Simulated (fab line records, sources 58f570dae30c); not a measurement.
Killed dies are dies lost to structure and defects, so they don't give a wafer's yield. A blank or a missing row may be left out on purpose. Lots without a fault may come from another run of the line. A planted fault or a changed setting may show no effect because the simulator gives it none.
fab line records | flow berkeley_cmos170
record lots=5 wafers=15 last_day=12
route steps=331 shown NWELL@32 PWELL@34
lots that met no fault: from a run of the same line without faults
start_h: hours from the record's first day to the start of the lot's first wafer shown | wait_h: hours since the lot's step before | " the same as in the row above | L1.1+2: a row that stands for several wafers | - no value, or no start given | * or withheld: withheld | < > ~ a bound
route shown NAME@n: a module of which the file shows steps, and the number in the route of the first | usual: mean/standard deviation of fault-free wafers | same: alike in all rows | chamber/n: place in a boat | sites: the reading at each site | _std_site: their standard deviation | _edge_site: outer sites' mean less inner sites' | radius_mm: how far each site lies from the wafer's centre | mask NAME#n: copy n | behind: the tool/chamber that last shaped the wafer | hold: why the lot was held/for how many hours/how that ended | device: the transistor (n, p or np) that didn't switch | end of line: the same wafers' tests at the end of the route | a step without rows: its recipe alone | killed: dies lost to structure and defects at the first sort, not the wafer's yield | map: a wafer's dies, x killed, . not, _ none there
set.NAME: the setting as run; set.NAME@STEP: as run at that earlier step | model.NAME: the simulator's own value behind a step, which no gauge read
lots at some steps of the route; a table a step, a row a wafer
services: from which hour (start_h, from the record's first day; less than 0 if before it) a tool's chamber was out of use, for how many hours, and why
## steps
# step UCB170_NWELL_WET_ETCH_18
# recipe chemistry=H3PO4 target=Si3N4 temp_c=160 time_s=14400
# step UCB170_NWELL_WET_ETCH_19
# recipe chemistry=BOE dilution=5:1 target=SiO2 temp_c=25 time_s=22
# step UCB170_PWELL_CLEAN_00
# recipe chemistry=SPM temp_c=120 time_s=600
# step UCB170_PWELL_CLEAN_01
# recipe chemistry=dHF dilution=25:1 time_s=60
# step UCB170_PWELL_OXIDATION_02
# recipe temp_c=1000 ambient=O2 target_thk_a=264 ox_time_s=1260
# step UCB170_PWELL_THK_MEAS_03
# recipe reads=SiO2_of_PWELL_OXIDATION_02
# usual PWELL_OXIDE_THK=26.5/0.48
# columns lot.wafer tool chamber start_h wait_h PWELL_OXIDE_THK[nm]
L908.1 film_metro-03 - 77.35 0.0 25.8
L908.3 " - " " 25.7
L908.5 " - " " 25.9
L914.1 film_metro-01 - 109.87 0.0 26.6
L914.2 " - " " 26.7
L914.3 " - " " 26.0
L923.1 film_metro-04 - 142.67 0.0 27.2
L923.3 " - " " 27.3
L923.6 " - " " 27.1
L925.2 film_metro-04 - 154.56 0.0 26.0
L925.3 " - " " 25.8
L925.5 " - " " 25.9
L924.3 film_metro-01 - 154.57 0.0 25.9
L924.4 " - " " 26.2
L924.5 " - " " 26.5
# step UCB170_PWELL_ANNEAL_04
# recipe temp_c=1000 time_s=900 ambient=N2
# step UCB170_PWELL_CVD_05
# recipe material=Si3N4 target_thk_nm=220 temp_c=800 precursor=SiH2Cl2/NH3 time_s=3300 pressure_mtorr=200 sih2cl2_flow_sccm=25 nh3_flow_sccm=75
# step UCB170_PWELL_THK_MEAS_06
# recipe reads=Si3N4_of_PWELL_CVD_05
# usual PWELL_NITRIDE_THK=221.3/1.6
# columns lot.wafer tool chamber start_h wait_h PWELL_NITRIDE_THK[nm]
L908.1 film_metro-03 - 85.93 0.0 221.7
L908.3 " - " " 219.8
L908.5 " - " " 219.6
L914.1 film_metro-03 - 115.96 0.0 224.8
L914.2 " - " " 224.5
L914.3 " - " " 222.5
L923.1 film_metro-04 - 150.71 0.0 219.0
L923.3 " - " " 219.7
L923.6 " - " " 219.8
L925.2 film_metro-01 - 159.94 0.0 220.2
L925.3 " - " " 221.0
L925.5 " - " " 220.0
L924.3 film_metro-03 - 159.95 0.0 220.0
L924.4 " - " " 220.6
L924.5 " - " " 221.3
# step UCB170_PWELL_HMDS_07
# recipe prime_time_s=60 prime_temp_c=100
# step UCB170_PWELL_COAT_08
# recipe resist=KrF spin_rpm=1500 resist_thk_nm=900
# step UCB170_PWELL_SOFTBAKE_09
# recipe resist=KrF temp_c=130 time_s=60
# step UCB170_PWELL_EXPOSE_10
# recipe mask_id=PWELL target_cd_nm=3000 na=0.5 sigma_outer=0.6 source_shape=conventional dose_mj=19
# columns lot.wafer tool chamber start_h wait_h mask
L908.1+3+5 krf_scanner-02 0 87.08 0.2 PWELL#0
L914.1+2+3 krf_scanner-02 0 117.56 0.3 NWELL#0
L923.1+3+6 krf_scanner-02 0 151.44 0.1 PWELL#0
L924.3+4+5 krf_scanner-01 0 161.19 0.1 PWELL#0
L925.2+3+5 krf_scanner-02 0 161.43 0.2 PWELL#0
# step UCB170_PWELL_PEB_11
# recipe peb_temp_c=130 peb_time_s=withheld resist=KrF
# step UCB170_PWELL_DEVELOP_12
# recipe developer=TMAH develop_time_s=45 resist=KrF dev_temp_c=21
# step UCB170_PWELL_OVL_MEAS_13
# usual PWELL_OVL=3/5.7
# columns lot.wafer tool chamber start_h wait_h PWELL_OVL[nm]
L908.1 overlay-01 - 88.35 - 10
L908.3 " - " " 8
L908.5 " - " " 5
L914.1 overlay-01 - 118.74 - -
L914.2 " - " " -
L914.3 " - " " -
L923.1 overlay-02 - 152.22 - 3
L923.3 " - " " 3
L923.6 " - " " 11
L924.3 overlay-02 - 161.84 - 0
L924.4 " - " " -2
L924.5 " - " " 1
L925.2 overlay-01 - 162.56 - 7
L925.3 " - " " 18
L925.5 " - " " 13
# step UCB170_PWELL_ETCH_14
# recipe chemistry=CH3F/Ar/O2 target=Si3N4 stop_on=SiO2 CH3F_flow_sccm=20 Ar_flow_sccm=50 O2_flow_sccm=7 pressure_mtorr=50 rf_w=450 target_depth_a=2420 over_etch_frac=0.1028 time_s=151
# usual drypump_motor_current_A=6.0/0.45 oes_product_au=0.953/0.012 throttle_valve_pct=8.14/0.15
# same time_s=151
# columns lot.wafer tool chamber start_h wait_h drypump_motor_current_A oes_product_au rf_hours_counter_h throttle_valve_pct
L908.1 rie_diel-04 3 88.38 0.0 5.4 0.976 20 8.11
L908.3 " 1 " " 5.6 0.929 37 8.07
L908.5 " 1 " " 5.6 0.939 - 8.06
L914.1 rie_diel-02 3 118.77 0.0 6.5 0.953 81 8.04
L914.2 " 0 " " 5.8 0.944 126 8.19
L914.3 " 1 " " 6.4 0.973 53 8.01
L923.1 rie_diel-02 2 152.25 0.0 6.0 0.946 42 8.33
L923.3 " 0 " " 5.9 0.929 127 8.18
L923.6 " 1 " " 6.4 0.966 - 8.00
L924.3 rie_diel-02 2 161.87 0.0 6.1 0.946 42 8.33
L924.4 " 3 " " 6.5 0.938 84 8.07
L924.5 " 3 " " 6.5 0.943 - 8.06
L925.2 rie_diel-03 3 162.59 0.0 6.1 0.954 112 7.80
L925.3 " 0 " " 6.2 0.973 150 8.19
L925.5 " 3 " " 6.1 0.953 - 7.79
# step UCB170_PWELL_IMPLANT_15
# recipe species=B dose_cm2=5e+12 energy_kev=60 tilt_deg=7
# step UCB170_PWELL_STRIP_16
# recipe chemistry=O2 power_w=400 pressure_mtorr=3500 platen_temp_c=withheld o2_flow_sccm=400 overash_fraction=0.5
# usual drypump_motor_current_A=5.6/0.48 oes_product_au=0.721/0.004 strip_time_to_endpoint_s=18.08/0.079
# columns lot.wafer tool chamber start_h wait_h drypump_motor_current_A oes_product_au rf_hours_counter_h strip_time_to_endpoint_s
L908.1 plasma_asher-01 1 88.63 0.1 6.1 0.715 36 18.03
L908.3 " 0 " " 5.7 0.721 - 18.20
L908.5 " 0 " " 5.7 0.717 - 18.15
L914.1 plasma_asher-04 1 119.02 0.1 5.3 0.724 41 18.07
L914.2 " 0 " " 4.6 0.721 41 18.10
L914.3 " 1 " " 5.3 0.721 - 18.18
L923.1 plasma_asher-04 1 152.51 0.1 5.2 0.722 45 18.02
L923.3 " 0 " " 4.6 0.718 - 18.06
L923.6 " 0 " " 4.6 0.715 - 18.20
L924.3 plasma_asher-03 1 162.15 0.1 5.6 0.716 - 18.14
L924.4 " 0 " " 6.1 0.719 - 18.13
L924.5 " 1 " " 5.6 0.723 - 18.17
L925.2 plasma_asher-01 1 162.84 0.1 6.1 0.718 45 18.03
L925.3 " 0 " " 5.7 0.724 - 17.95
L925.5 " 1 " " 6.1 0.719 - 17.99
# step UCB170_PWELL_TW_MEAS_17
# usual PWELL_TW=378/3.6
# columns lot.wafer tool chamber start_h wait_h PWELL_TW
L908.1 film_metro-04 - 88.73 0.1 380
L908.3 " - " " 378
L908.5 " - " " 379
L914.1 film_metro-04 - 119.12 0.1 30
L914.2 " - " " 30
L914.3 " - " " 30
L923.1 film_metro-03 - 152.61 0.1 379
L923.3 " - " " 381
L923.6 " - " " 380
L924.3 film_metro-04 - 162.24 0.1 379
L924.4 " - " " 379
L924.5 " - " " 379
L925.2 film_metro-01 - 162.95 0.1 372
L925.3 " - " " 373
L925.5 " - " " 374
# step UCB170_PWELL_CLEAN_18
# recipe chemistry=SPM temp_c=120 time_s=600
## services
# columns tool chamber start_h hours kind
krf_scanner-01 - 66.42 4.4 pm
plasma_asher-03 - 69.81 0.7 repair
plasma_asher-04 - 79.56 1.8 repair
rie_diel-04 2 81.29 7.2 repair
rie_diel-04 - 83.23 0.4 repair
plasma_asher-04 - 84.51 0.8 repair
krf_scanner-02 - 85.89 1.0 pm
krf_scanner-02 0 87.68 - calibration
plasma_asher-01 - 89.47 2.4 repair
krf_scanner-01 - 90.48 0.8 pm
krf_scanner-02 - 93.69 5.6 repair
krf_scanner-02 - 94.47 2.7 repair
krf_scanner-01 0 99.96 - calibration
krf_scanner-01 - 114.82 1.0 pm
rie_diel-04 - 114.88 2.5 repair
krf_scanner-01 - 119.88 36.0 pm
rie_diel-03 2 127.06 6.4 repair
rie_diel-03 3 138.22 5.9 repair
plasma_asher-01 - 148.51 0.3 repair
rie_diel-03 2 149.25 5.5 repair
rie_diel-03 0 152.20 10.0 repair
krf_scanner-02 - 154.75 3.7 repair
krf_scanner-02 - 158.40 0.8 pm
## key
first_sign step=UCB170_PWELL_EXPOSE_10 reading=mask direction=changed
effect step=UCB170_PWELL_OVL_MEAS_13 reading=PWELL_OVL direction=missing
effect step=UCB170_PWELL_TW_MEAS_17 reading=PWELL_TW direction=down sigmas=98 usual=378 struck=30
met_at UCB170_PWELL_EXPOSE_10
struck_wafers L914.1,L914.2,L914.3
later_rows_left_out L914.1,L914.2,L914.3
sort_left_out L914.1,L914.2,L914.3
tester_left_out L914
onset_between 87.08 117.56
fault kind=wrong_mask tool=any chamber=- onset_h=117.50 steps=UCB170_PWELL_EXPOSE_10 aux_copy=NWELL#0 scope=struck_lots_only
# tester_left_out: of these lots the tester's yield and bins aren't shown, on N5 and GAA mostly nor the transistor test; their killed dies are dies lost to structure and defects alone, not to doping, threshold or leakage, so they don't give the yield
# sort_left_out: the simulated sort isn't trusted on such a fault, so these wafers' sort isn't shown, and their yield isn't known
# later_rows_left_out: the simulator's readings of these wafers behind a module that went badly wrong aren't trusted and aren't shown, but for the sort
